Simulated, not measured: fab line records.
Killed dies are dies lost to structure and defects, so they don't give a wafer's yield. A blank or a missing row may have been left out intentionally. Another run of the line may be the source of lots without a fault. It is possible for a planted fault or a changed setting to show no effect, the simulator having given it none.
Check for tools in common / flow rit-cmos / Lots sampled 15, wafers sampled 45

== WHY THIS WAS OPENED ==
Of 15 lots, 3 have the reading NWELL_OVL flagged at RIT_NWELL_OVL_MEAS_06. No-fault wafers: 1.8 nm, standard deviation 1.3.
Rule: a lot gets a flag if all its wafers with a number sit over 4 standard deviations from that mean, or if no wafer of it has a number. All remaining lots are regarded as sound.

lot=L978; measured=day 1 20:15; on=overlay-01; NWELL_OVL (nm), wafer by wafer=2.5 4.4 2.4; flag=
lot=L980; measured=day 2 07:00; on=overlay-01; NWELL_OVL (nm), wafer by wafer=4.0 3.5 2.5; flag=
lot=L981; measured=day 2 12:05; on=overlay-01; NWELL_OVL (nm), wafer by wafer=0.5 1.2 -1.2; flag=
lot=L982; measured=day 2 16:20; on=overlay-02; NWELL_OVL (nm), wafer by wafer=4.4 4.5 3.2; flag=
lot=L983; measured=day 2 21:19; on=overlay-01; NWELL_OVL (nm), wafer by wafer=0.5 1.9 1.0; flag=
lot=L988; measured=day 3 23:05; on=overlay-01; NWELL_OVL (nm), wafer by wafer=-145.5 -147.5 -146.3; flag=FLAGGED
lot=L990; measured=day 4 08:59; on=overlay-01; NWELL_OVL (nm), wafer by wafer=-148.5 -149.1 -148.8; flag=FLAGGED
lot=L991; measured=day 4 13:16; on=overlay-01; NWELL_OVL (nm), wafer by wafer=-147.0 -148.9 -147.4; flag=FLAGGED
lot=L994; measured=day 5 04:17; on=overlay-02; NWELL_OVL (nm), wafer by wafer=1.8 1.3 0.9; flag=
lot=L995; measured=day 5 09:40; on=overlay-02; NWELL_OVL (nm), wafer by wafer=2.4 1.5 0.8; flag=
lot=L996; measured=day 5 14:18; on=overlay-02; NWELL_OVL (nm), wafer by wafer=1.7 3.6 2.8; flag=
lot=L998; measured=day 6 02:53; on=overlay-01; NWELL_OVL (nm), wafer by wafer=0.1 -0.5 1.1; flag=
lot=L999; measured=day 6 07:13; on=overlay-02; NWELL_OVL (nm), wafer by wafer=3.2 2.8 1.9; flag=
lot=L100; measured=day 6 11:52; on=overlay-01; NWELL_OVL (nm), wafer by wafer=2.8 2.9 2.0; flag=
lot=L101; measured=day 6 17:38; on=overlay-02; NWELL_OVL (nm), wafer by wafer=2.9 2.2 2.0; flag=
The numbers of the flagged lots are -147.7 nm on average: -149.5 nm against the usual, or -99 or more standard deviations.

== LOT BY LOT: THE TOOL USED ==
The record holds 1 process step before the reading, out of a route of 202 steps. Read each cell as the tool, then ch plus the chambers that the sampled wafers visited, then the start.
lot=L978; flag=; RIT_NWELL_EXPOSE_03=iline-stepper-01 ch 0, day 1 19:50
lot=L980; flag=; RIT_NWELL_EXPOSE_03=iline-stepper-01 ch 0, day 2 06:34
lot=L981; flag=; RIT_NWELL_EXPOSE_03=iline-stepper-02 ch 0, day 2 11:39
lot=L982; flag=; RIT_NWELL_EXPOSE_03=iline-stepper-02 ch 0, day 2 15:55
lot=L983; flag=; RIT_NWELL_EXPOSE_03=iline-stepper-01 ch 0, day 2 20:55
lot=L988; flag=FLAGGED; RIT_NWELL_EXPOSE_03=iline-stepper-02 ch 0, day 3 22:41
lot=L990; flag=FLAGGED; RIT_NWELL_EXPOSE_03=iline-stepper-02 ch 0, day 4 08:34
lot=L991; flag=FLAGGED; RIT_NWELL_EXPOSE_03=iline-stepper-02 ch 0, day 4 12:51
lot=L994; flag=; RIT_NWELL_EXPOSE_03=iline-stepper-01 ch 0, day 5 03:52
lot=L995; flag=; RIT_NWELL_EXPOSE_03=iline-stepper-01 ch 0, day 5 09:14
lot=L996; flag=; RIT_NWELL_EXPOSE_03=iline-stepper-01 ch 0, day 5 13:52
lot=L998; flag=; RIT_NWELL_EXPOSE_03=iline-stepper-01 ch 0, day 6 02:29
lot=L999; flag=; RIT_NWELL_EXPOSE_03=iline-stepper-01 ch 0, day 6 06:48
lot=L100; flag=; RIT_NWELL_EXPOSE_03=iline-stepper-01 ch 0, day 6 11:26
lot=L101; flag=; RIT_NWELL_EXPOSE_03=iline-stepper-01 ch 0, day 6 17:13
These steps, and what they do:
- RIT_NWELL_EXPOSE_03: exposes mask M2, target cd 43900 nm.
- RIT_NWELL_OVL_MEAS_06

== FLAGGED OVER TOTAL, TOOL BY TOOL (the gauges that took the reading come last) ==
step=RIT_NWELL_EXPOSE_03; tool=iline-stepper-01; lots run=10; flagged=0; share of the flagged lots=none; sound lots run after its first flagged lot=-
step=RIT_NWELL_EXPOSE_03; tool=iline-stepper-02; lots run=5; flagged=3; share of the flagged lots=all; sound lots run after its first flagged lot=0
step=RIT_NWELL_OVL_MEAS_06; tool=overlay-01; lots run=9; flagged=3; share of the flagged lots=all; sound lots run after its first flagged lot=2 (L998,L100)
step=RIT_NWELL_OVL_MEAS_06; tool=overlay-02; lots run=6; flagged=0; share of the flagged lots=none; sound lots run after its first flagged lot=-

== WHAT THE TABLE ALLOWS ==
Every flagged lot went through 2 rows of the table: iline-stepper-02 at RIT_NWELL_EXPOSE_03 and overlay-01 at RIT_NWELL_OVL_MEAS_06.
- iline-stepper-02 at RIT_NWELL_EXPOSE_03 ran 5 lots, 3 of them flagged. It ran its last sound lot, L982, at day 2 15:55 and its first flagged lot, L988, at day 3 22:41: a fault with its onset between the two fits.
- overlay-01 at RIT_NWELL_OVL_MEAS_06 ran 9 lots, 3 of them flagged. After the first flagged lot (L998, L100), sound lots still ran on it; a lasting fault on the whole tool would not permit that.
Just one tool remains: iline-stepper-02 at RIT_NWELL_EXPOSE_03.

== WHAT THE SIMULATOR PUT IN ==
Scanner matching overlay: iline-stepper-02, from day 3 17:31 on, at RIT_NWELL_EXPOSE_03. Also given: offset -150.
Struck lots among those shown: L988, L990, L991. Same finding as the rule above.
